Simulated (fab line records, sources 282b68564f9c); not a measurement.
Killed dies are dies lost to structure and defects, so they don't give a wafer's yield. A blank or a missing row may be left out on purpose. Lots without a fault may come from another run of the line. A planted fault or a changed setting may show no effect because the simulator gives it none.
Problem report in the 8D (eight disciplines) form, filled by code | flow rit_cmos | the parts of the form that need people (team, actions taken, sign-off) are left out

1. THE PROBLEM
heater_power_total_W at RIT_CONTACT_SOFTBAKE_04 reads a mean of 36.38 W on 6 wafers of 2 lots; wafers without a fault read 34.56 W with a standard deviation of 0.051. That is +36 standard deviations from the usual mean.
The step: time 60 s.
First seen on wafer L130.1, day 4 23:49, on litho_track-04. The record holds 39 wafers of 13 lots with a number at this step. Rule for "out", or "out of limits": more than 4 standard deviations from the usual mean. The other wafers with a number count as sound.

2. WHAT IT IS AND WHAT IT IS NOT
question                    | is                                 | is not
which readings at this step | heater_power_total_W, plate_temp_C | resist_line_temp_C
which lots                  | L130, L131                         | L121, L122, L123, L134, L135, L137, L138, L139, L141, L142, L143
which wafers of those lots  | all that have a number             | -
read on which tools         | litho_track-04                     | litho_track-02, litho_track-03
when                        | from day 4 23:49                   | up to then (9 sound wafers); but 24 sound wafers of L134, L135, L137, L138, L139, L141, L142, L143 came after

3. SUSPECTS, AND WHAT RULES EACH OUT
Counting: a tool at a process step up to the reading stays a suspect if it ran every lot that is out and no sound lot after the first of them.
- litho_track-04 at RIT_CONTACT_SOFTBAKE_04 (time 60 s): kept. It ran every lot that is out, first L130 (day 4 23:49), and no sound lot after that; its last sound lot up to then is L122 (day 3 08:29). Its own readings are out on those wafers: heater_power_total_W, plate_temp_C.
Left after counting: litho_track-04 at RIT_CONTACT_SOFTBAKE_04.

4. THE CAUSE (what the simulator had put in)
Process parameter drift: litho_track-04, from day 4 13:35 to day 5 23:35, at RIT_CONTACT_SOFTBAKE_04. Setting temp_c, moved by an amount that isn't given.
Counting left only this tool.

5. THE CHAIN OF EFFECTS, in route order
Each row: a reading whose mean over the struck wafers that have a number lies more than 3 standard deviations from the usual. Only readings for which the record gives a usual standard deviation are gone through. hours: the time from each lot's start at the first step in this table that gives one to its start at this step, as a median over the lots. sigmas: the change in usual standard deviations.
hours | step                    | reading              | usual   | on struck wafers | change | sigmas
0     | RIT_CONTACT_SOFTBAKE_04 | heater_power_total_W | 34.56 W | 36.38            | +1.81  | +36
0     | RIT_CONTACT_SOFTBAKE_04 | plate_temp_C         | 89.99 C | 93.25            | +3.26  | +25
The process steps in it:
- RIT_CONTACT_SOFTBAKE_04: time 60 s.

6. WHAT WOULD HAVE CAUGHT IT SOONER
In this record the first reading out of limits was taken at day 4 23:49, 10 hours after the fault began at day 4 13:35.
